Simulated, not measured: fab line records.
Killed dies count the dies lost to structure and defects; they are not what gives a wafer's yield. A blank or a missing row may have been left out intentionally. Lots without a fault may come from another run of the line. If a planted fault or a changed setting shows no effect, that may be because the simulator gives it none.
A lot that was struck, set against a sound lot || flow ritCmos || 17 steps out of a route of 202
Sound: these wafers, L199.1, L199.3, L199.5. Struck: wafers L210.1, L210.2, L210.5. The cause comes at the end.
Per side, at each step with rows, come the tool, then ch with its chambers, and then its first start. Under that, the readings that differ: sound wafers || struck wafers || difference of the means || sigmas: that difference in standard deviations of wafers without a fault.
alike: readings with means less than 2 such deviations apart, plus words and numbers identical on both sides. not compared: withheld readings, readings lacking a value on some wafer, bounds such as >300 that could conceal the same value, and numbers that have no deviation in the record and whose values overlap.
The two part at a step that has a row with sigmas, a row that says differs or no value, or rows on one side only. Numbers that don't overlap but have no deviation are shown without sigmas and don't part them. A reading that every wafer of one side lacks parts them only if that side has two wafers or more.

first, 2 steps without rows for these wafers: RIT_NRETRO_HARDBAKE_07 (time 120 s); RIT_NRETRO_IMPLANT_08.
RIT_NRETRO_STRIP_09: strips in O2, time 180 s.
  sound on plasmaAsher-01 ch 0, day 2 13:35; struck on plasmaAsher-04 ch 0,1, day 4 19:32
  alike: drypumpMotorCurrentA, rfReflPowerW
  not compared: rfHoursCounterH
RIT_NRETRO_TW_MEAS_10:
  sound: filmMetro-02 at day 2 13:46; struck: filmMetro-02 at day 4 19:43
  alike: NRETRO_TW
then, 6 steps without rows for these wafers: RIT_PRETRO_HMDS_00 (prime time 60 s); RIT_PRETRO_COAT_01 (resist thk 1300 nm); RIT_PRETRO_SOFTBAKE_02 (time 60 s); RIT_PRETRO_EXPOSE_03 (exposes mask M5, target cd 43700 nm); RIT_PRETRO_PEB_04; RIT_PRETRO_DEVELOP_05 (develop time 68 s).
RIT_PRETRO_OVL_MEAS_06:
  sound: overlay-02 at day 2 14:49; struck: overlay-01 at day 4 21:07
  alike: PRETRO_OVL
then, 1 step without rows for these wafers: RIT_PRETRO_HARDBAKE_07 (time 120 s).
RIT_PRETRO_IMPLANT_08:
  sound on implanter-01 ch 0, day 2 15:07; struck on implanter-01 ch 0, day 4 21:23
{"reading": "beamEnergyKeV", "sound": "45.041 45.014 45.035", "struck": "29.280 29.265 29.277", "difference": -15.756, "sigmas": "-99 or more"}
{"reading": "model.implant.rpNm (nm)", "sound": "140.5 140.5 140.5", "struck": "95.14 95.14 95.14", "difference": -45.36, "sigmas": ""}
{"reading": "model.implant.drpNm (nm)", "sound": "55.07 55.07 55.07", "struck": "42.09 42.09 42.09", "difference": -12.98, "sigmas": ""}
RIT_PRETRO_STRIP_09: strips in O2, time 180 s.
  sound on plasmaAsher-01 ch 0,1, day 2 15:16; struck on plasmaAsher-02 ch 0,1, day 4 21:32
  alike: drypumpMotorCurrentA, rfReflPowerW
  not compared: rfHoursCounterH
RIT_PRETRO_TW_MEAS_10:
  sound: filmMetro-01 at day 2 15:26; struck: filmMetro-02 at day 4 21:43
{"reading": "PRETRO_TW", "sound": "469 467 468", "struck": "440 438 443", "difference": -28, "sigmas": -7}
then, 1 step without rows for these wafers: RIT_GATE_WET_ETCH_00 (etches SiO2 in BOE, target depth 56 nm, time 60 s).
RIT_M1_PROBE_99:
  sound: prober-01 at day 3 18:39; struck: prober-02 at day 6 04:54
{"reading": "model.etest.nmos_0p3.rOnOhmUm", "sound": "2188 2157 2203", "struck": "2370 2402 2329", "difference": "+184", "sigmas": ""}
{"reading": "model.etest.nmosTurned.driveUaUm", "sound": "313.7 318.6 313.1", "struck": "271.3 271.4 279.2", "difference": -41.2, "sigmas": ""}
{"reading": "model.etest.nmos_0p15.driveUaUm", "sound": "464.2 459.6 455.9", "struck": "423.9 419.1 443.2", "difference": -31.2, "sigmas": ""}
{"reading": "model.etest.nmos_0p3.driveUaUm", "sound": "221.3 224.9 223.2", "struck": "185.9 184.3 193.9", "difference": -35.1, "sigmas": ""}
{"reading": "model.etest.nmosNarrow.driveUaUm", "sound": "221 225.7 223.8", "struck": "185.5 183.2 194.5", "difference": -35.8, "sigmas": ""}
{"reading": "model.etest.nmos_0p15.swingMvDec", "sound": "86.43 85.69 85.74", "struck": "87.8 88.15 87.26", "difference": "+1.8", "sigmas": ""}
  alike: killedAtContacts, killedAtFrontEnd, killedDies, killedOpen, killedShort
  not compared: model.etest.nmos_0p15.rOnOhmUm, model.etest.ring.delayPs

## WHERE THEY PART
At RIT_PRETRO_IMPLANT_08 first; at RIT_PRETRO_TW_MEAS_10 last (within this record only). Later steps at which nothing parts them and some readings are alike: RIT_M1_PROBE_99.

WHY: whatever the simulator had introduced
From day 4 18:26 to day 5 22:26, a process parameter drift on implanter-01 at RIT_PRETRO_IMPLANT_08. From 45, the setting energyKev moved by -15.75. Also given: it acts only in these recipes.
